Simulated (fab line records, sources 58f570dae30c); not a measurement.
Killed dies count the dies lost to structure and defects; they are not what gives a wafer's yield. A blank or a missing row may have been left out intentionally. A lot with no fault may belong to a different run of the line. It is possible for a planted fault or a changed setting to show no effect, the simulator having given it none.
Which tool is to blame? -- flow berkeleyCmos170 -- 7 lots, 20 wafers sampled, at 3 steps of a route of 331

## WHAT EACH GAUGE READ, for each wafer
UCB170_V2_THK_MEAS_04.
lot,measured,on,V2_POLISHED_THK (nm)
L649,day 8 13:08,filmMetro-01,1000.2 1000.6 999.9
L651,day 8 22:54,filmMetro-02,1001.3 999.7 999.3
L654,day 8 22:22,filmMetro-02,1001.6 999.6 1000.9
L659,day 10 10:58,filmMetro-03,926.7 924.1
L664,day 11 04:10,filmMetro-02,1000.8 1000.0 999.8
L665,day 11 16:20,filmMetro-03,1000.8 999.9 999.9
L670,day 12 16:01,filmMetro-02,1000.4 1000.9 999.6

## TOOL THAT RAN EACH LOT (tool first, then ch and the chambers of the sampled wafers, then the start)
lot,UCB170_M2_STRIP_07,UCB170_V2_CMP_02
L649,"plasmaAsher-03 ch 0,1, day 8 10:35","cmp-01 ch 1,3, day 8 12:46"
L651,"plasmaAsher-02 ch 0,1, day 8 19:26","cmp-02 ch 1,3, day 8 22:28"
L654,"plasmaAsher-03 ch 0,1, day 8 18:51","cmp-02 ch 0,2, day 8 21:58"
L659,"plasmaAsher-02 ch 0, day 10 08:10","cmp-02 ch 0, day 10 10:36"
L664,"plasmaAsher-03 ch 0,1, day 11 00:32","cmp-01 ch 0,1,3, day 11 03:43"
L665,"plasmaAsher-02 ch 0,1, day 11 12:29","cmp-01 ch 0,1,3, day 11 15:55"
L670,"plasmaAsher-03 ch 0,1, day 12 12:17","cmp-01 ch 1,3, day 12 15:38"
- UCB170_M2_STRIP_07: strips in O2.
- UCB170_V2_CMP_02: polishes SiO2.

## THE ANSWER, worked out from the rows above alone
Rule: what is usual is taken from the lots themselves. The widest of any qualifying gaps counts: lots, ordered by their means at a reading, are off when they make up no more than a third of the lots, leave a main group of 4 or more, and stand apart from it by 3 or more times the standard deviation of that group's means. The tables above print the reading to a certain number of digits; a main group whose means all agree to those digits is not used. A lot without any number at a reading at which 4 lots or more have one is off too. Any other lot the step has rows for is counted as sound.
Off: L659, seen at UCB170_V2_THK_MEAS_04 (V2_POLISHED_THK). The main group has a mean of 1000.3 nm with a standard deviation of 0.19.
A tool fits if, at a process step before that reading, it ran every lot that is off, and no sound lot after the first of them. Those tools and the gauges at UCB170_V2_THK_MEAS_04 are tried in the same way. One candidate fits, namely cmp-02 at UCB170_V2_CMP_02. Its last sound lot is L651 (day 8 22:28), its first lot that is off L659 (day 10 10:36): a fault that began between those two fits.

## WHAT THE SIMULATOR PUT IN
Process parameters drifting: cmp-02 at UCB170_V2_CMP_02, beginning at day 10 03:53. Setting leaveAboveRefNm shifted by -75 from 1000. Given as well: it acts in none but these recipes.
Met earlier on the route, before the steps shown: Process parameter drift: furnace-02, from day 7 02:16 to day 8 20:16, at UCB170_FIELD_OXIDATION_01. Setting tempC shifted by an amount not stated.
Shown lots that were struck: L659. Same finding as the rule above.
